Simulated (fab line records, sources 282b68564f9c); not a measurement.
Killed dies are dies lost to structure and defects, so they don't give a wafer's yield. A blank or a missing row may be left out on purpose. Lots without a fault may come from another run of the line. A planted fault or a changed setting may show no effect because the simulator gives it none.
Which tool did it? | flow rit_cmos | 13 lots, 39 wafers sampled, at 4 steps of a route of 202

WHAT THE GAUGES READ, wafer by wafer
RIT_NRETRO_OVL_MEAS_06.
lot  | measured    | on         | NRETRO_OVL (nm)
L619 | day 2 15:08 | overlay-02 | -2.5 -2.8 -2.1
L620 | day 2 23:49 | overlay-02 | -3.4 -3.2 -2.5
L621 | day 3 02:39 | overlay-02 | -3.0 -2.8 -3.2
L623 | day 3 15:23 | overlay-01 | -0.5 -0.2 -1.3
L624 | day 3 17:56 | overlay-02 | - - -
L625 | day 3 22:55 | overlay-01 | -1.5 -1.1 0.2
L632 | day 5 09:28 | overlay-01 | -3.3 -2.5 -2.9
L633 | day 5 14:14 | overlay-01 | -0.3 -1.0 -0.5
L634 | day 5 19:30 | overlay-02 | -1.4 0.2 0.9
L635 | day 6 01:02 | overlay-01 | -1.0 -2.8 -1.5
L636 | day 6 06:14 | overlay-01 | -0.5 -0.3 1.7
L637 | day 6 11:49 | overlay-01 | -2.9 -0.8 -2.5
L639 | day 6 20:28 | overlay-02 | 0.4 -1.5 -1.2

RIT_NRETRO_TW_MEAS_10.
lot  | measured    | on            | NRETRO_TW
L619 | day 2 15:45 | film_metro-03 | 1045 1053 1047
L620 | day 3 00:26 | film_metro-02 | 1042 1048 1046
L621 | day 3 03:16 | film_metro-03 | 1052 1052 1047
L623 | day 3 15:59 | film_metro-02 | 1037 1040 1043
L624 | day 3 18:33 | film_metro-02 | 30 30 30
L625 | day 3 23:32 | film_metro-02 | 1039 1033 1036
L632 | day 5 10:05 | film_metro-02 | 1041 1039 1042
L633 | day 5 14:52 | film_metro-02 | 1048 1037 1040
L634 | day 5 20:07 | film_metro-04 | 1047 1050 1042
L635 | day 6 01:39 | film_metro-02 | 1040 1038 1038
L636 | day 6 06:51 | film_metro-03 | 1057 1058 1056
L637 | day 6 12:25 | film_metro-03 | 1056 1058 1055
L639 | day 6 21:04 | film_metro-04 | 1060 1064 1065

RIT_PRETRO_TW_MEAS_10.
lot  | measured    | on            | PRETRO_TW
L619 | day 2 17:20 | film_metro-02 | 477 475 474
L620 | day 3 01:59 | film_metro-01 | 465 467 463
L621 | day 3 05:01 | film_metro-03 | 479 479 480
L623 | day 3 17:32 | film_metro-01 | 469 466 466
L624 | day 3 20:06 | film_metro-02 | 1070 1064 1067
L625 | day 4 01:13 | film_metro-02 | 473 473 471
L632 | day 5 11:46 | film_metro-01 | 467 470 469
L633 | day 5 16:25 | film_metro-01 | 468 466 467
L634 | day 5 21:47 | film_metro-02 | 476 474 473
L635 | day 6 03:20 | film_metro-02 | 472 472 473
L636 | day 6 08:34 | film_metro-03 | 481 479 480
L637 | day 6 14:06 | film_metro-03 | 481 481 482
L639 | day 6 22:45 | film_metro-03 | 481 483 477

WHICH TOOL RAN EACH LOT (tool, then ch and the chambers of the sampled wafers, then the start)
lot  | RIT_NRETRO_EXPOSE_03
L619 | iline_stepper-01 ch 0, day 2 14:43
L620 | iline_stepper-02 ch 0, day 2 23:25
L621 | iline_stepper-02 ch 0, day 3 02:14
L623 | iline_stepper-02 ch 0, day 3 14:57
L624 | iline_stepper-02 ch 0, day 3 17:32
L625 | iline_stepper-01 ch 0, day 3 22:29
L632 | iline_stepper-01 ch 0, day 5 09:02
L633 | iline_stepper-02 ch 0, day 5 13:50
L634 | iline_stepper-01 ch 0, day 5 18:49
L635 | iline_stepper-02 ch 0, day 6 00:37
L636 | iline_stepper-02 ch 0, day 6 05:49
L637 | iline_stepper-01 ch 0, day 6 11:23
L639 | iline_stepper-01 ch 0, day 6 20:02
- RIT_NRETRO_EXPOSE_03: exposes mask M4, target cd 43900 nm.

WHAT THE TOOLS THEMSELVES READ (means of the sampled wafers that have a number; where no wafer has one, the mark that the record gives instead)
The record holds no such reading with a usual standard deviation.

THE ANSWER, worked out from the rows above alone
Rule: what is usual is taken from the lots themselves. Put in order of their means at a reading, lots are off if they are a third of the lots or fewer, leave a main group of 4 or more, and stand apart from it by a gap of 3 or more times the standard deviation of the main group's means; of several such gaps the widest counts. A main group whose means are all the same, to the digits that the tables above print for the reading, isn't used. A lot without any number at a reading at which 4 lots or more have one is off too. The other lots that the step has rows for count as sound. The gauges are gone through in route order, then the tools' own readings, and for those a lot's mean is taken as printed above. The first step at which some lot is off is used, and at that step the reading that is off furthest; a lot without a number counts as furthest.
Off: L624, at RIT_NRETRO_OVL_MEAS_06 (NRETRO_OVL). Without a number there: L624. The main group: mean -1.5 nm, standard deviation 1.1.
A tool fits if, at a process step before that reading, it ran every lot that is off, and no sound lot after the first of them. The gauges at RIT_NRETRO_OVL_MEAS_06 aren't tried: what is off there is off at RIT_NRETRO_TW_MEAS_10 too, on other tools, and a gauge's error can't cause that. None of those tried fits.

WHAT THE SIMULATOR HAD PUT IN
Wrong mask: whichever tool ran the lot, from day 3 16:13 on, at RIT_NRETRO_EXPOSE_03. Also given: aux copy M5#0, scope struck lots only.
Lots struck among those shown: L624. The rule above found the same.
